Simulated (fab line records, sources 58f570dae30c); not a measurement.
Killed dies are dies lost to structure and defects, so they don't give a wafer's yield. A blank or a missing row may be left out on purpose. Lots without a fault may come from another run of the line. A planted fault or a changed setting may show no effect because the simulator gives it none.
Which tool did it? | flow berkeley_cmos170 | 14 lots, 42 wafers sampled, at 4 steps of a route of 331

WHAT THE GAUGES READ, wafer by wafer
UCB170_V1_CD_MEAS_90: target cd 700 nm.
lot  | measured     | on        | cd_nm (nm)
L954 | day 7 00:38  | cd_sem-01 | 697.7 695.9 698.1
L956 | day 7 22:33  | cd_sem-02 | - - -
L955 | day 7 22:54  | cd_sem-01 | - - -
L959 | day 8 03:11  | cd_sem-01 | 699.6 699.5 699.9
L961 | day 8 03:24  | cd_sem-01 | 700.2 701.2 699.3
L964 | day 9 06:07  | cd_sem-01 | 700.1 698.4 698.8
L966 | day 9 20:10  | cd_sem-01 | 699.3 699.7 700.7
L970 | day 10 08:21 | cd_sem-01 | 701.7 699.9 701.6
L969 | day 10 11:11 | cd_sem-02 | 702.9 700.5 699.1
L971 | day 11 07:23 | cd_sem-01 | 699.0 700.8 702.1
L973 | day 11 08:07 | cd_sem-01 | 697.6 699.0 697.1
L974 | day 11 08:39 | cd_sem-01 | 697.4 699.1 698.6
L975 | day 12 02:31 | cd_sem-01 | 699.3 700.4 698.3
L976 | day 12 02:37 | cd_sem-02 | 698.7 699.5 699.1

WHICH TOOL RAN EACH LOT (tool, then ch and the chambers of the sampled wafers, then the start)
lot  | UCB170_SDANNEAL_RTA_01           | UCB170_V1_ETCH_14                  | UCB170_V1_STRIP_15
L954 | rtp_anneal-01 ch 0, day 6 09:58  | rie_diel-01 ch 0,2, day 7 00:20    | plasma_asher-02 ch 0,1, day 7 00:32
L956 | rtp_anneal-01 ch 0, day 7 06:40  | rie_diel-01 ch 1,2,3, day 7 22:17  | plasma_asher-03 ch 0,1, day 7 22:27
L955 | rtp_anneal-01 ch 0, day 7 07:14  | rie_diel-02 ch 0,2, day 7 22:33    | plasma_asher-03 ch 0,1, day 7 22:44
L959 | rtp_anneal-02 ch 0, day 7 13:46  | rie_diel-01 ch 0,1, day 8 02:51    | plasma_asher-04 ch 0,1, day 8 03:04
L961 | rtp_anneal-02 ch 0, day 7 14:07  | rie_diel-03 ch 0,3, day 8 03:08    | plasma_asher-02 ch 0,1, day 8 03:18
L964 | rtp_anneal-01 ch 0, day 8 13:28  | rie_diel-02 ch 0,2,3, day 9 05:50  | plasma_asher-04 ch 0,1, day 9 06:01
L966 | rtp_anneal-02 ch 0, day 9 05:04  | rie_diel-03 ch 0,2,3, day 9 19:53  | plasma_asher-02 ch 1, day 9 20:04
L970 | rtp_anneal-01 ch 0, day 9 17:51  | rie_diel-02 ch 0,3, day 10 08:03   | plasma_asher-04 ch 0,1, day 10 08:14
L969 | rtp_anneal-02 ch 0, day 9 18:10  | rie_diel-01 ch 1,3, day 10 10:53   | plasma_asher-02 ch 1, day 10 11:04
L971 | rtp_anneal-02 ch 0, day 10 16:59 | rie_diel-02 ch 0,2,3, day 11 07:07 | plasma_asher-02 ch 0,1, day 11 07:17
L973 | rtp_anneal-01 ch 0, day 10 17:35 | rie_diel-03 ch 0,1,3, day 11 07:50 | plasma_asher-03 ch 0,1, day 11 08:01
L974 | rtp_anneal-01 ch 0, day 10 18:01 | rie_diel-01 ch 2,3, day 11 08:23   | plasma_asher-02 ch 0,1, day 11 08:33
L975 | rtp_anneal-01 ch 0, day 11 11:06 | rie_diel-01 ch 1,2,3, day 12 02:14 | plasma_asher-02 ch 0,1, day 12 02:25
L976 | rtp_anneal-02 ch 0, day 11 11:06 | rie_diel-03 ch 0,2,3, day 12 02:19 | plasma_asher-04 ch 0,1, day 12 02:30
- UCB170_SDANNEAL_RTA_01: time 5 s.
- UCB170_V1_ETCH_14: etches SiO2 in CHF3/CF4/Ar, stops on Al, target depth 1250 nm, time 291 s.
- UCB170_V1_STRIP_15: strips in O2.

WHAT THE TOOLS THEMSELVES READ (means of the sampled wafers that have a number; where no wafer has one, the mark that the record gives instead)
UCB170_SDANNEAL_RTA_01.
lot  | tool          | lamp_power_pct (%) | wafer_temp_C_max
L954 | rtp_anneal-01 | 42                 | 1055.4
L956 | rtp_anneal-01 | 42                 | 1054.9
L955 | rtp_anneal-01 | 42                 | 1056.1
L959 | rtp_anneal-02 | 35                 | 1054.1
L961 | rtp_anneal-02 | 35                 | 1054.1
L964 | rtp_anneal-01 | 42                 | 1055.0
L966 | rtp_anneal-02 | 35                 | 1053.2
L970 | rtp_anneal-01 | 42                 | 1055.1
L969 | rtp_anneal-02 | 35                 | 1054.5
L971 | rtp_anneal-02 | 35                 | 1053.6
L973 | rtp_anneal-01 | 42                 | 1055.0
L974 | rtp_anneal-01 | 42                 | 1055.1
L975 | rtp_anneal-01 | 42                 | 1054.6
L976 | rtp_anneal-02 | 35                 | 1053.6

UCB170_V1_ETCH_14.
lot  | tool        | CHF3_flow_sccm (sccm) | cf4_flow_sccm (sccm) | drypump_motor_current_A (A) | oes_product_au (a.u.) | throttle_valve_pct (%)
L954 | rie_diel-01 | 44.84                 | 14.99                | 6.4                         | 0.867                 | 6.96
L956 | rie_diel-01 | -                     | -                    | -                           | -                     | -
L955 | rie_diel-02 | -                     | -                    | -                           | -                     | -
L959 | rie_diel-01 | 45.04                 | 14.99                | 5.9                         | 0.858                 | 7.07
L961 | rie_diel-03 | 45.10                 | 14.99                | 6.2                         | 0.875                 | 6.89
L964 | rie_diel-02 | 44.99                 | 15.00                | 5.9                         | 0.862                 | 6.87
L966 | rie_diel-03 | 45.07                 | 14.98                | 5.9                         | 0.868                 | 6.99
L970 | rie_diel-02 | 44.88                 | 15.05                | 5.7                         | 0.847                 | 6.93
L969 | rie_diel-01 | 44.97                 | 14.98                | 5.5                         | 0.882                 | 6.94
L971 | rie_diel-02 | 45.14                 | 15.06                | 5.9                         | 0.863                 | 6.86
L973 | rie_diel-03 | 44.94                 | 15.00                | 5.9                         | 0.872                 | 6.85
L974 | rie_diel-01 | 45.02                 | 14.99                | 6.4                         | 0.883                 | 6.90
L975 | rie_diel-01 | 45.06                 | 15.05                | 5.9                         | 0.884                 | 6.91
L976 | rie_diel-03 | 45.07                 | 15.03                | 5.9                         | 0.868                 | 7.00

UCB170_V1_STRIP_15.
lot  | tool            | drypump_motor_current_A (A) | oes_product_au (a.u.) | strip_time_to_endpoint_s (s)
L954 | plasma_asher-02 | 5.9                         | 0.722                 | 15.29
L956 | plasma_asher-03 | 6.2                         | 0.737                 | 21.68
L955 | plasma_asher-03 | 6.2                         | 0.729                 | 21.67
L959 | plasma_asher-04 | 6.2                         | 0.723                 | 15.51
L961 | plasma_asher-02 | 5.8                         | 0.724                 | 15.37
L964 | plasma_asher-04 | 6.2                         | 0.717                 | 15.40
L966 | plasma_asher-02 | 5.6                         | 0.720                 | 15.52
L970 | plasma_asher-04 | 6.2                         | 0.723                 | 15.42
L969 | plasma_asher-02 | 5.6                         | 0.719                 | 15.54
L971 | plasma_asher-02 | 5.9                         | 0.718                 | 15.35
L973 | plasma_asher-03 | 6.2                         | 0.718                 | 15.31
L974 | plasma_asher-02 | 5.8                         | 0.722                 | 15.40
L975 | plasma_asher-02 | 5.9                         | 0.722                 | 15.35
L976 | plasma_asher-04 | 6.2                         | 0.719                 | 15.41

THE ANSWER, worked out from the rows above alone
Rule: what is usual is taken from the lots themselves. Put in order of their means at a reading, lots are off if they are a third of the lots or fewer, leave a main group of 4 or more, and stand apart from it by a gap of 3 or more times the standard deviation of the main group's means; of several such gaps the widest counts. A main group whose means are all the same, to the digits that the tables above print for the reading, isn't used. A lot without any number at a reading at which 4 lots or more have one is off too. The other lots that the step has rows for count as sound. The gauges are gone through in route order, then the tools' own readings, and for those a lot's mean is taken as printed above. The first step at which some lot is off is used, and at that step the reading that is off furthest; a lot without a number counts as furthest.
Off: L956, L955, at UCB170_V1_CD_MEAS_90 (cd_nm). Without a number there: L956, L955. The main group: mean 699.4 nm, standard deviation 1.1.
A tool fits if, at a process step before that reading, it ran every lot that is off, and no sound lot after the first of them. The gauges at UCB170_V1_CD_MEAS_90 aren't tried: what is off there is off at UCB170_V1_ETCH_14 too, on other tools, and a gauge's error can't cause that. None of those tried fits.

WHAT THE SIMULATOR HAD PUT IN
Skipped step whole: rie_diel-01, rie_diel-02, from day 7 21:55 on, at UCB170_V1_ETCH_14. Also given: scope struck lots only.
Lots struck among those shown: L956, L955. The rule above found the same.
